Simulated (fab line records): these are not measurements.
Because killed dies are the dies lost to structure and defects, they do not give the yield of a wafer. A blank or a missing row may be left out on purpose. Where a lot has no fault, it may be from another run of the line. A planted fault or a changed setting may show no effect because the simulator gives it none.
What tool caused it? ; flow berkeley-cmos170 ; 21 wafers sampled from 7 lots at 1 step of a route of 331

## WHAT THE GAUGES SHOWED, per wafer
UCB170_WELLDRIVE_THK_MEAS_02.
lot;measured;on;WELLDRIVE_OXIDE_THK (nm)
L353;day 4 13:10;film-metro-02;202 203 201
L356;day 4 19:39;film-metro-04;194 197 194
L357;day 4 19:44;film-metro-04;196 198 198
L361;day 6 04:16;film-metro-03;198 201 196
L366;day 7 03:24;film-metro-02;207 207 204
L371;day 7 16:42;film-metro-04;198 200 196
L373;day 8 10:06;film-metro-02;203 202 199

## WHAT TOOL EACH LOT RAN ON (gives the tool, then ch and the chambers of the sampled wafers, and finally the start)
No process step before these readings appears in the record.

## THE ANSWER, worked out from the rows above alone
Rule: what is usual is taken from the lots themselves. Put in order of their means at a reading, lots are off if they are a third of the lots or fewer, leave a main group of 4 or more, and stand apart from it by a gap of 3 or more times the standard deviation of the main group's means; of several such gaps the widest counts. A main group whose means are all the same, to the digits that the tables above print for the reading, isn't used. A lot without any number at a reading at which 4 lots or more have one is off too. The other lots that the step has rows for count as sound.
Nothing can be told from this: no lot is off at any reading shown.

## WHAT THE SIMULATOR HAD PUT IN
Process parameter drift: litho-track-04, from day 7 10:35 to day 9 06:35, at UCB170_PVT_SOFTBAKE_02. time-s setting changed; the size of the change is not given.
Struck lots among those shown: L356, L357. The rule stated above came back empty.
